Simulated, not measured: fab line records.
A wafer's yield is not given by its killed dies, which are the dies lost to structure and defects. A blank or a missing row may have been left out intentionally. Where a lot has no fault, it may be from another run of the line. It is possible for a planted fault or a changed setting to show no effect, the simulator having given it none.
fab line records | flow ritCmos | part 1 of 2: steps 1 to 25 of 36
[record] lots = 5 wafers = 15 lastDay = 7
route steps=202 shown PWELL@45 WELLDRIVE@50 NWELL@51 NRETRO@53 PRETRO@64 GATE@75 FOX2@80
lots that met no fault: taken from a fault-free run of the same line
startH: hours from the record's first day to the start of the lot's first wafer shown | waitH: how many hours have passed since the lot's step before this one | " same as the row above | L1.1+2: several wafers, shown together as one row | - value missing, or start not given | * or withheld: withheld | < > ~ a bound
route shown NAME@n: names a module that has steps shown in the file, with the first one's number in the route | usual: mean/standard deviation of fault-free wafers | same: alike in all rows | chamber/n: place in a boat | sites: per-site readings | _std_site: the values' standard deviation | _edge_site: the outer-site mean with the inner-site mean subtracted | radiusMm: for every site, how far away it sits from the centre of the wafer | mask NAME#n: copy n | behind: tool/chamber where the wafer was last shaped | hold: why the lot was held/for how many hours/how that ended | device: which transistor (n, p or np) failed to switch | end of line: the tests these same wafers got at the end of their route | step lacking rows: just its recipe | killed: at the first sort, the dies lost to defects and structure; wafer yield is something else | map: dies across one wafer; x = killed, . = not, _ = none there
set.NAME: the setting that was run; set.NAME@STEP: the one run at that earlier step | model.NAME: the simulator's own value behind a step, which no gauge read
lots at selected steps of the route; one table per step, one row per wafer
services: from which hour (startH, from the record's first day; less than 0 if before it) a tool's chamber was out of use, for how many hours, and why
[[steps]]
[step RIT_PWELL_OVL_MEAS_06]
[usual] PWELL_OVL = 0.6/1.2
// columns lot.wafer tool chamber startH waitH PWELL_OVL[nm]
L074.1 overlay-01 - 28.12 - -0.1
L074.2 " - " " -0.4
L074.4 " - " " -0.9
L075.3 overlay-02 - 32.60 - 0.1
L075.5 " - " " -0.2
L075.6 " - " " -1.1
L079.1 overlay-01 - 50.98 - 2.7
L079.2 " - " " 3.1
L079.6 " - " " 2.7
L084.1 overlay-02 - 75.63 - 1.8
L084.2 " - " " 0.5
L084.4 " - " " 2.2
L094.2 overlay-01 - 125.28 - 1.5
L094.3 " - " " 1.6
L094.4 " - " " 1.5
[step RIT_PWELL_HARDBAKE_07]
[recipe] resist = NOVOLAK tempC = 140 timeS = 120
[usual] exhaustPa = 45.2/1 plateTempC = 139.97/0.15 resistLineTempC = 22.99/0.11
// columns lot.wafer tool chamber startH waitH exhaustPa plateTempC resistLineTempC
L074.1 lithoTrack-01 0 28.15 0.0 46.4 139.90 22.73
L074.2 " 0 " " 45.7 139.99 22.97
L074.4 " 0 " " 45.7 139.81 22.83
L075.3 lithoTrack-03 0 32.71 0.1 46.8 140.23 23.02
L075.5 " 0 " " 46.7 140.05 23.05
L075.6 " 0 " " 46.3 140.37 23.07
L079.1 lithoTrack-02 0 51.01 0.0 46.2 139.69 22.95
L079.2 " 0 " " 45.3 140.10 23.02
L079.6 " 0 " " 45.0 139.88 23.01
L084.1 lithoTrack-01 0 75.67 0.0 45.4 139.90 22.81
L084.2 " 0 " " 46.3 139.84 22.90
L084.4 " 0 " " 44.6 139.75 23.27
L094.2 lithoTrack-02 0 125.35 0.1 43.4 139.80 22.99
L094.3 " 0 " " 43.8 139.79 22.95
L094.4 " 0 " " 44.3 140.06 22.88
[step RIT_PWELL_IMPLANT_08]
[recipe] species = B energyKev = 170 doseCm2 = 7e+13 tiltDeg = 7
[usual] beamEnergyKeV = 170.00/0.051
// columns lot.wafer tool chamber startH waitH beamEnergyKeV
L074.1 implanter-02 0 28.40 0.2 170.00
L074.2 " 0 " " 170.04
L074.4 " 0 " " 169.98
L075.3 implanter-03 0 32.93 0.2 170.02
L075.5 " 0 " " 169.95
L075.6 " 0 " " 170.12
L079.1 implanter-02 0 51.26 0.2 169.92
L079.2 " 0 " " 170.03
L079.6 " 0 " " 170.01
L084.1 implanter-01 0 75.92 0.2 169.96
L084.2 " 0 " " 169.98
L084.4 " 0 " " 170.03
L094.2 implanter-03 0 125.59 0.2 169.99
L094.3 " 0 " " 170.01
L094.4 " 0 " " 169.96
[step RIT_PWELL_STRIP_09]
[recipe] chemistry = O2 timeS = 180 resist = NOVOLAK platenTempC = withheld powerW = 500 pressureMtorr = 4000 o2FlowSccm = 4000
[usual] drypumpMotorCurrentA = 6.14/0.19
// columns lot.wafer tool chamber startH waitH drypumpMotorCurrentA rfHoursCounterH
L074.1 plasmaAsher-02 0 28.55 0.1 6.30 38
L074.2 " 1 " " 6.37 38
L074.4 " 1 " " 6.32 -
L075.3 plasmaAsher-03 1 33.09 0.1 6.15 -
L075.5 " 0 " " 5.89 -
L075.6 " 1 " " 6.13 -
L079.1 plasmaAsher-03 0 51.41 0.1 5.91 39
L079.2 " 1 " " 6.12 39
L079.6 " 0 " " 5.91 -
L084.1 plasmaAsher-03 1 76.07 0.1 6.13 42
L084.2 " 0 " " 5.87 42
L084.4 " 0 " " 5.88 -
L094.2 plasmaAsher-02 1 125.71 0.1 6.29 1
L094.3 " 1 " " 6.33 -
L094.4 " 0 " " 6.26 -
[step RIT_PWELL_TW_MEAS_10]
[usual] PWELL_TW = 957/9
// columns lot.wafer tool chamber startH waitH PWELL_TW
L074.1 filmMetro-04 - 28.73 0.1 969
L074.2 " - " " 969
L074.4 " - " " 965
L075.3 filmMetro-03 - 33.22 0.1 948
L075.5 " - " " 954
L075.6 " - " " 953
L079.1 filmMetro-04 - 51.59 0.1 969
L079.2 " - " " 962
L079.6 " - " " 967
L084.1 filmMetro-03 - 76.24 0.1 947
L084.2 " - " " 947
L084.4 " - " " 948
L094.2 filmMetro-04 - 125.90 0.1 964
L094.3 " - " " 963
L094.4 " - " " 967
[step RIT_WELLDRIVE_ANNEAL_00]
[recipe] tempC = 1100 timeS = 14700 ambient = N2
// columns lot.wafer tool chamber startH waitH
L074.1+2+4 furnace-04 0 28.79 0.1
L075.3+5+6 furnace-03 0 34.02 0.8
L079.1+2+6 furnace-03 0 52.11 0.5
L084.1+2+4 furnace-03 0 76.92 0.7
L094.2+3+4 furnace-01 0 125.95 0.0
[step RIT_WELLDRIVE_RS_MEAS_01]
[recipe] thkMeasGauge = four-point-probe
[usual] NWELL_RS = 279.3/1.2
// columns lot.wafer tool chamber startH waitH NWELL_RS[ohm/sq]
L074.1 filmMetro-01 - 33.87 0.0 278.6
L074.2 " - " " 279.0
L074.4 " - " " 279.4
L075.3 filmMetro-03 - 39.14 0.0 278.8
L075.5 " - " " 278.1
L075.6 " - " " 277.3
L079.1 filmMetro-03 - 57.19 0.0 277.2
L079.2 " - " " 277.4
L079.6 " - " " 276.9
L084.1 filmMetro-01 - 82.00 0.0 281.1
L084.2 " - " " 279.6
L084.4 " - " " 281.0
L094.2 filmMetro-01 - 131.05 0.0 280.6
L094.3 " - " " 280.8
L094.4 " - " " 281.0
[step RIT_WELLDRIVE_RS_MEAS_02]
[recipe] thkMeasGauge = four-point-probe
[usual] PWELL_RS = 429.6/1.4
// columns lot.wafer tool chamber startH waitH PWELL_RS[ohm/sq]
L074.1 filmMetro-01 - 33.99 0.1 430.6
L074.2 " - " " 429.6
L074.4 " - " " 429.9
L075.3 filmMetro-03 - 39.26 0.1 427.8
L075.5 " - " " 429.0
L075.6 " - " " 428.5
L079.1 filmMetro-03 - 57.31 0.1 427.4
L079.2 " - " " 427.0
L079.6 " - " " 428.9
L084.1 filmMetro-01 - 82.12 0.1 429.3
L084.2 " - " " 429.3
L084.4 " - " " 428.3
L094.2 filmMetro-01 - 131.17 0.1 429.3
L094.3 " - " " 430.4
L094.4 " - " " 430.0
[step RIT_NRETRO_HMDS_00]
[recipe] primeTimeS = 60 primeTempC = 140
[usual] exhaustPa = 45.0/0.9 resistLineTempC = 23.00/0.11
// columns lot.wafer tool chamber startH waitH exhaustPa resistLineTempC
L074.1 lithoTrack-01 0 34.11 0.1 46.5 22.95
L074.2 " 0 " " 44.6 23.10
L074.4 " 0 " " 44.7 23.04
L075.3 lithoTrack-03 0 39.39 0.1 45.5 22.88
L075.5 " 0 " " 44.5 23.01
L075.6 " 0 " " 45.6 22.84
L079.1 lithoTrack-04 0 57.43 0.1 44.2 23.01
L079.2 " 0 " " 43.6 23.11
L079.6 " 0 " " 43.0 23.00
L084.1 lithoTrack-03 0 82.24 0.1 45.4 22.99
L084.2 " 0 " " 44.7 22.89
L084.4 " 0 " " 46.1 22.83
L094.2 lithoTrack-03 0 131.29 0.1 44.2 22.91
L094.3 " 0 " " 44.5 23.09
L094.4 " 0 " " 44.2 22.89
[step RIT_NRETRO_COAT_01]
[recipe] resist = NOVOLAK spinRpm = 2000 resistThkNm = 1300
[usual] exhaustPa = 45.0/0.82 resistLineTempC = 23.01/0.12
// columns lot.wafer tool chamber startH waitH exhaustPa resistLineTempC
L074.1 lithoTrack-01 0 34.26 0.1 45.0 23.11
L074.2 " 0 " " 45.6 23.01
L074.4 " 0 " " 44.7 22.95
L075.3 lithoTrack-03 0 39.54 0.1 45.2 22.92
L075.5 " 0 " " 44.7 22.94
L075.6 " 0 " " 45.4 22.95
L079.1 lithoTrack-04 0 57.58 0.1 44.7 23.16
L079.2 " 0 " " 45.2 23.16
L079.6 " 0 " " 44.9 23.33
L084.1 lithoTrack-03 0 82.39 0.1 43.7 23.06
L084.2 " 0 " " 44.4 23.03
L084.4 " 0 " " 44.4 22.98
L094.2 lithoTrack-03 0 131.44 0.1 43.2 22.94
L094.3 " 0 " " 44.8 23.04
L094.4 " 0 " " 44.9 22.89
[step RIT_NRETRO_SOFTBAKE_02]
[recipe] resist = NOVOLAK tempC = 90 timeS = 60
[usual] exhaustPa = 45.1/0.91 plateTempC = 89.98/0.13 resistLineTempC = 23.02/0.12
// columns lot.wafer tool chamber startH waitH exhaustPa plateTempC resistLineTempC
L074.1 lithoTrack-01 0 34.41 0.1 45.4 90.02 23.04
L074.2 " 0 " " 46.8 90.00 22.95
L074.4 " 0 " " 45.7 90.17 23.02
L075.3 lithoTrack-03 0 39.69 0.1 44.8 89.93 23.13
L075.5 " 0 " " 44.4 89.77 23.18
L075.6 " 0 " " 44.5 90.00 23.01
L079.1 lithoTrack-04 0 57.73 0.1 43.5 90.10 23.08
L079.2 " 0 " " 45.1 89.91 23.13
L079.6 " 0 " " 44.4 90.24 23.02
L084.1 lithoTrack-03 0 82.54 0.1 43.8 89.91 23.19
L084.2 " 0 " " 45.2 90.00 23.13
L084.4 " 0 " " 44.8 90.04 23.21
L094.2 lithoTrack-03 0 131.59 0.1 45.7 90.25 23.00
L094.3 " 0 " " 46.4 90.00 22.97
L094.4 " 0 " " 47.1 90.04 22.94
[step RIT_NRETRO_EXPOSE_03]
[recipe] maskId = M4 na = 0.57 targetCdNm = 43900 doseMj = 250
[same] na = 0.57
// columns lot.wafer tool chamber startH waitH mask
L074.1+2+4 ilineStepper-02 0 34.56 0.1 M4#0
L075.3+5+6 ilineStepper-01 0 39.95 0.2 M4#0
L079.1+2+6 ilineStepper-02 0 57.88 0.1 M4#0
L084.1+2+4 ilineStepper-02 0 82.69 0.1 M4#0
L094.2+3+4 ilineStepper-01 0 131.86 0.2 M4#0
[step RIT_NRETRO_PEB_04]
[recipe] resist = NOVOLAK tempC = withheld timeS = withheld
[usual] exhaustPa = 45.1/0.76 resistLineTempC = *
// columns lot.wafer tool chamber startH waitH exhaustPa resistLineTempC
L074.1 lithoTrack-04 0 34.68 0.1 45.3 *
L074.2 " 0 " " 44.1 *
L074.4 " 0 " " 45.1 *
L075.3 lithoTrack-01 0 40.08 0.1 43.5 *
L075.5 " 0 " " 45.2 *
L075.6 " 0 " " 45.6 *
L079.1 lithoTrack-01 0 58.00 0.1 44.7 *
L079.2 " 0 " " 45.4 *
L079.6 " 0 " " 44.6 *
L084.1 lithoTrack-04 0 82.85 0.1 44.9 *
L084.2 " 0 " " 45.0 *
L084.4 " 0 " " 44.5 *
L094.2 lithoTrack-04 0 131.99 0.1 45.0 *
L094.3 " 0 " " 42.8 *
L094.4 " 0 " " 44.3 *
[step RIT_NRETRO_DEVELOP_05]
[recipe] resist = NOVOLAK developTimeS = 68 devTempC = 22.01
[usual] exhaustPa = 45.0/0.83 resistLineTempC = 23.02/0.098
// columns lot.wafer tool chamber startH waitH exhaustPa resistLineTempC
L074.1 lithoTrack-04 0 - - 46.0 23.02
L074.2 " 0 " " 46.3 23.00
L074.4 " 0 " " 45.4 22.88
L075.3 lithoTrack-01 0 - - 45.5 23.09
L075.5 " 0 " " 46.4 23.06
L075.6 " 0 " " 45.5 23.14
L079.1 lithoTrack-01 0 - - 44.9 22.96
L079.2 " 0 " " 43.9 22.90
L079.6 " 0 " " 45.1 23.03
L084.1 lithoTrack-04 0 - - 46.5 22.92
L084.2 " 0 " " 45.8 23.03
L084.4 " 0 " " 45.9 23.08
L094.2 lithoTrack-04 0 - - 44.5 22.94
L094.3 " 0 " " 43.9 23.05
L094.4 " 0 " " 44.7 22.90
[step RIT_NRETRO_OVL_MEAS_06]
[usual] NRETRO_OVL = 0.8/1.3
// columns lot.wafer tool chamber startH waitH NRETRO_OVL[nm]
L074.1 overlay-01 - 34.99 - -1.7
L074.2 " - " " -0.9
L074.4 " - " " -0.2
L075.3 overlay-02 - 40.36 - -0.4
L075.5 " - " " 1.8
L075.6 " - " " -1.3
L079.1 overlay-02 - 58.31 - 3.1
L079.2 " - " " -0.2
L079.6 " - " " -0.4
L084.1 overlay-02 - 83.16 - -1.7
L084.2 " - " " -0.4
L084.4 " - " " -0.2
L094.2 overlay-01 - 132.28 - 0.8
L094.3 " - " " 0.7
L094.4 " - " " 1.4
[step RIT_NRETRO_HARDBAKE_07]
[recipe] resist = NOVOLAK tempC = 140 timeS = 120
[usual] exhaustPa = 44.8/0.9 plateTempC = 140.00/0.13 resistLineTempC = 23.01/0.11
// columns lot.wafer tool chamber startH waitH exhaustPa plateTempC resistLineTempC
L074.1 lithoTrack-04 0 35.03 0.0 42.8 139.85 22.86
L074.2 " 0 " " 46.4 139.94 22.88
L074.4 " 0 " " 45.2 139.93 22.96
L075.3 lithoTrack-01 0 40.46 0.1 44.9 140.04 22.88
L075.5 " 0 " " 45.9 140.03 23.01
L075.6 " 0 " " 44.6 140.18 22.84
L079.1 lithoTrack-01 0 58.35 0.0 46.0 139.89 22.87
L079.2 " 0 " " 45.0 139.93 23.04
L079.6 " 0 " " 44.2 140.05 22.85
L084.1 lithoTrack-01 0 83.25 0.1 45.1 139.94 23.04
L084.2 " 0 " " 45.5 139.88 22.98
L084.4 " 0 " " 44.8 140.14 22.83
L094.2 lithoTrack-01 0 132.35 0.1 44.7 140.16 23.09
L094.3 " 0 " " 45.6 140.00 22.84
L094.4 " 0 " " 45.0 139.84 22.98
[step RIT_NRETRO_IMPLANT_08]
[recipe] species = P energyKev = 70 doseCm2 = 1e+13 tiltDeg = 7
[usual] beamEnergyKeV = 70.001/0.017
// columns lot.wafer tool chamber startH waitH beamEnergyKeV
L074.1 implanter-03 0 35.28 0.2 70.035
L074.2 " 0 " " 70.022
L074.4 " 0 " " 69.979
L075.3 implanter-03 0 40.68 0.2 69.945
L075.5 " 0 " " 69.978
L075.6 " 0 " " 69.956
L079.1 implanter-03 0 58.60 0.2 69.967
L079.2 " 0 " " 69.979
L079.6 " 0 " " 69.988
L084.1 implanter-04 0 83.50 0.2 69.975
L084.2 " 0 " " 70.006
L084.4 " 0 " " 70.006
L094.2 implanter-01 0 132.59 0.2 70.006
L094.3 " 0 " " 70.014
L094.4 " 0 " " 69.997
[step RIT_NRETRO_STRIP_09]
[recipe] chemistry = O2 timeS = 180 resist = NOVOLAK platenTempC = withheld powerW = 500 pressureMtorr = 4000 o2FlowSccm = 4000
[usual] drypumpMotorCurrentA = 6.1/0.34
// columns lot.wafer tool chamber startH waitH drypumpMotorCurrentA rfHoursCounterH
L074.1 plasmaAsher-02 1 35.43 0.1 6.2 39
L074.2 " 0 " " 6.2 39
L074.4 " 1 " " 6.2 -
L075.3 plasmaAsher-02 0 40.84 0.1 6.3 -
L075.5 " 0 " " 6.3 -
L075.6 " 1 " " 6.3 -
L079.1 plasmaAsher-04 1 58.75 0.1 5.4 27
L079.2 " 0 " " 5.8 27
L079.6 " 1 " " 5.4 -
L084.1 plasmaAsher-02 0 83.76 0.2 6.3 45
L084.2 " 1 " " 6.3 45
L084.4 " 0 " " 6.3 -
L094.2 plasmaAsher-01 1 132.71 0.1 6.4 48
L094.3 " 1 " " 6.4 -
L094.4 " 0 " " 5.7 -
[step RIT_NRETRO_TW_MEAS_10]
[usual] NRETRO_TW = 1053/6.7
// columns lot.wafer tool chamber startH waitH NRETRO_TW
L074.1 filmMetro-01 - 35.60 0.1 1048
L074.2 " - " " 1045
L074.4 " - " " 1046
L075.3 filmMetro-01 - 40.98 0.1 1046
L075.5 " - " " 1048
L075.6 " - " " 1051
L079.1 filmMetro-02 - 58.92 0.1 1061
L079.2 " - " " 1065
L079.6 " - " " 1062
L084.1 filmMetro-01 - 83.93 0.1 1062
L084.2 " - " " 1062
L084.4 " - " " 1054
L094.2 filmMetro-01 - 132.90 0.1 1053
L094.3 " - " " 1050
L094.4 " - " " 1053
[step RIT_PRETRO_HMDS_00]
[recipe] primeTimeS = 60 primeTempC = 140
[usual] exhaustPa = 45.0/0.87 resistLineTempC = 22.97/0.11
// columns lot.wafer tool chamber startH waitH exhaustPa resistLineTempC
L074.1 lithoTrack-04 0 35.66 0.1 46.4 23.03
L074.2 " 0 " " 46.2 23.07
L074.4 " 0 " " 45.0 22.97
L075.3 lithoTrack-01 0 41.07 0.1 44.4 22.77
L075.5 " 0 " " 45.0 22.85
L075.6 " 0 " " 43.5 22.71
L079.1 lithoTrack-04 0 58.98 0.1 44.5 22.91
L079.2 " 0 " " 45.7 23.07
L079.6 " 0 " " 43.9 22.99
L084.1 lithoTrack-04 0 83.99 0.1 45.1 22.95
L084.2 " 0 " " 46.3 23.10
L084.4 " 0 " " 45.2 23.07
L094.2 lithoTrack-02 0 132.97 0.1 44.7 23.11
L094.3 " 0 " " 44.6 22.99
L094.4 " 0 " " 45.6 22.95
[step RIT_PRETRO_COAT_01]
[recipe] resist = NOVOLAK spinRpm = 2000 resistThkNm = 1300
[usual] exhaustPa = 45.2/1 resistLineTempC = 23.00/0.11
// columns lot.wafer tool chamber startH waitH exhaustPa resistLineTempC
L074.1 lithoTrack-04 0 35.81 0.1 44.7 22.84
L074.2 " 0 " " 44.8 22.89
L074.4 " 0 " " 44.2 22.80
L075.3 lithoTrack-01 0 41.22 0.1 45.0 23.12
L075.5 " 0 " " 45.4 23.10
L075.6 " 0 " " 46.8 22.99
L079.1 lithoTrack-04 0 59.13 0.1 44.3 23.17
L079.2 " 0 " " 44.1 23.18
L079.6 " 0 " " 45.7 23.12
L084.1 lithoTrack-04 0 84.14 0.1 43.6 22.97
L084.2 " 0 " " 43.5 23.05
L084.4 " 0 " " 44.7 23.10
L094.2 lithoTrack-02 0 133.12 0.1 45.5 22.95
L094.3 " 0 " " 45.6 22.92
L094.4 " 0 " " 46.5 23.05
[step RIT_PRETRO_SOFTBAKE_02]
[recipe] resist = NOVOLAK tempC = 90 timeS = 60
[usual] exhaustPa = 45.0/0.9 plateTempC = 89.99/0.12 resistLineTempC = 22.99/0.11
// columns lot.wafer tool chamber startH waitH exhaustPa plateTempC resistLineTempC
L074.1 lithoTrack-04 0 35.96 0.1 45.2 89.98 22.90
L074.2 " 0 " " 44.4 89.99 23.03
L074.4 " 0 " " 44.7 89.88 22.96
L075.3 lithoTrack-01 0 41.37 0.1 45.1 89.93 23.15
L075.5 " 0 " " 45.4 89.67 23.17
L075.6 " 0 " " 45.7 89.80 23.17
L079.1 lithoTrack-04 0 59.28 0.1 44.8 89.86 22.88
L079.2 " 0 " " 46.1 90.00 23.06
L079.6 " 0 " " 47.0 89.94 23.02
L084.1 lithoTrack-04 0 84.29 0.1 46.0 90.22 23.08
L084.2 " 0 " " 45.0 89.91 22.96
L084.4 " 0 " " 46.1 89.86 22.89
L094.2 lithoTrack-02 0 133.27 0.1 44.6 90.09 23.18
L094.3 " 0 " " 45.2 90.21 22.98
L094.4 " 0 " " 43.7 90.08 23.07
[step RIT_PRETRO_EXPOSE_03]
[recipe] maskId = M5 na = 0.57 targetCdNm = 43700 doseMj = 250
[same] na = 0.57
// columns lot.wafer tool chamber startH waitH mask
L074.1+2+4 ilineStepper-01 0 36.11 0.1 M5#0
L075.3+5+6 ilineStepper-02 0 41.63 0.2 M5#0
L079.1+2+6 ilineStepper-01 0 59.43 0.1 M5#0
L084.1+2+4 ilineStepper-01 0 84.57 0.2 M5#0
L094.2+3+4 ilineStepper-01 0 133.42 0.1 M5#0
[step RIT_PRETRO_PEB_04]
[recipe] resist = NOVOLAK tempC = withheld timeS = withheld
[usual] exhaustPa = 45.3/0.9 resistLineTempC = *
// columns lot.wafer tool chamber startH waitH exhaustPa resistLineTempC
L074.1 lithoTrack-02 0 36.23 0.1 45.5 *
L074.2 " 0 " " 44.9 *
L074.4 " 0 " " 43.7 *
L075.3 lithoTrack-04 0 41.76 0.1 45.1 *
L075.5 " 0 " " 44.9 *
L075.6 " 0 " " 43.6 *
L079.1 lithoTrack-04 0 59.55 0.1 45.0 *
L079.2 " 0 " " 44.4 *
L079.6 " 0 " " 44.5 *
L084.1 lithoTrack-04 0 84.69 0.1 44.8 *
L084.2 " 0 " " 46.2 *
L084.4 " 0 " " 45.5 *
L094.2 lithoTrack-01 0 133.54 0.1 44.2 *
L094.3 " 0 " " 44.9 *
L094.4 " 0 " " 45.5 *
[step RIT_PRETRO_DEVELOP_05]
[recipe] resist = NOVOLAK developTimeS = 68 devTempC = 23
[usual] exhaustPa = 45.0/0.95 resistLineTempC = 23.00/0.1
// columns lot.wafer tool chamber startH waitH exhaustPa resistLineTempC
L074.1 lithoTrack-02 0 - - 45.8 23.02
L074.2 " 0 " " 45.9 22.97
L074.4 " 0 " " 44.6 22.99
L075.3 lithoTrack-04 0 - - 44.1 23.01
L075.5 " 0 " " 45.0 23.10
L075.6 " 0 " " 46.1 23.04
L079.1 lithoTrack-04 0 - - 44.3 22.98
L079.2 " 0 " " 45.1 23.01
L079.6 " 0 " " 45.3 23.05
L084.1 lithoTrack-04 0 - - 45.3 22.88
L084.2 " 0 " " 45.7 23.00
L084.4 " 0 " " 45.2 22.87
L094.2 lithoTrack-01 0 - - 44.4 23.06
L094.3 " 0 " " 44.1 23.19
L094.4 " 0 " " 43.1 23.05
